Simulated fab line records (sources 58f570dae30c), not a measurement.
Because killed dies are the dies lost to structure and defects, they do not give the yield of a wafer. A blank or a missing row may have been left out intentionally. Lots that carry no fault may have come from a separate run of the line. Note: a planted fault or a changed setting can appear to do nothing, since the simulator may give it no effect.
8D (eight disciplines) problem report, filled in by code | flow berkeley cmos170 | the parts of the form that need people (team, actions taken, sign-off) are left out

## 1. THE PROBLEM
At UCB170_NLDD_IMPLANT_08, beam energy keV averages 30.468 over 6 wafers from 2 lots, while fault-free wafers read 29.999, standard deviation 0.01. That is +47 standard deviations from the usual mean.
First observed at day 10 23:01: wafer L151.1, on implanter-03. At this step, 42 wafers from 14 lots have a number in the record. Rule for "out", or "out of limits": more than 4 standard deviations from the usual mean. All remaining wafers that have a number are taken as sound.

## 2. WHAT THIS IS AND IS NOT
question                    | is                     | is not
which readings at this step | beam energy keV        | end station pressure torr
which lots                  | L151, L156             | L138, L139, L140, L141, L142, L143, L144, L145, L146, L150, L159, L161
which wafers of those lots  | all that have a number | -
read on which tools         | implanter-03           | implanter-01, implanter-04
when                        | from day 10 23:01      | up to then (30 sound wafers); but 6 sound wafers of L159, L161 came after

## 3. THE SUSPECTS, EACH WITH WHAT RULES IT OUT
Counting: a tool at a process step up to the reading stays a suspect if it ran every lot that is out and no sound lot after the first of them.
- implanter-03 at UCB170_NLDD_IMPLANT_08: kept. It processed each lot that is out, first L151 at day 10 23:01, and no sound lot thereafter; up to then, the last sound lot it processed was L150 at day 10 08:43. Out on those wafers are its own readings of beam energy keV.
The count leaves implanter-03 at UCB170_NLDD_IMPLANT_08.

## 4. THE CAUSE (what the simulator had put in)
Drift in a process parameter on implanter-03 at UCB170_NLDD_IMPLANT_08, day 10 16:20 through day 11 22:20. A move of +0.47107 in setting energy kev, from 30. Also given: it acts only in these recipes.
Counting left only this tool.

## 5. SEQUENCE OF EFFECTS, ordered by route
Each row: a reading whose mean over the struck wafers that have a number lies more than 3 standard deviations from the usual. Only readings whose record carries a usual standard deviation are examined. hours: median over the lots of the time between each lot's start at the first step of this table that gives one and its start at this step. sigmas: the change, counted in usual standard deviations.
hours | step                   | reading         | usual  | on struck wafers | change | sigmas
0     | UCB170_NLDD_IMPLANT_08 | beam energy keV | 29.999 | 30.468           | +0.469 | +47
Here are the process steps it includes:
- UCB170_NLDD_IMPLANT_08
At these later measuring or inspecting steps, every struck wafer for which the step has a row has a number for every such reading, and none has moved that far: UCB170_M1_CD_MEAS_90, UCB170_M3_BOW_MEAS_20.

## 6. HOW IT WOULD HAVE BEEN CAUGHT EARLIER
7 hours passed between the start of the fault at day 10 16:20 and the first reading out of limits in this record, taken at day 10 23:01.
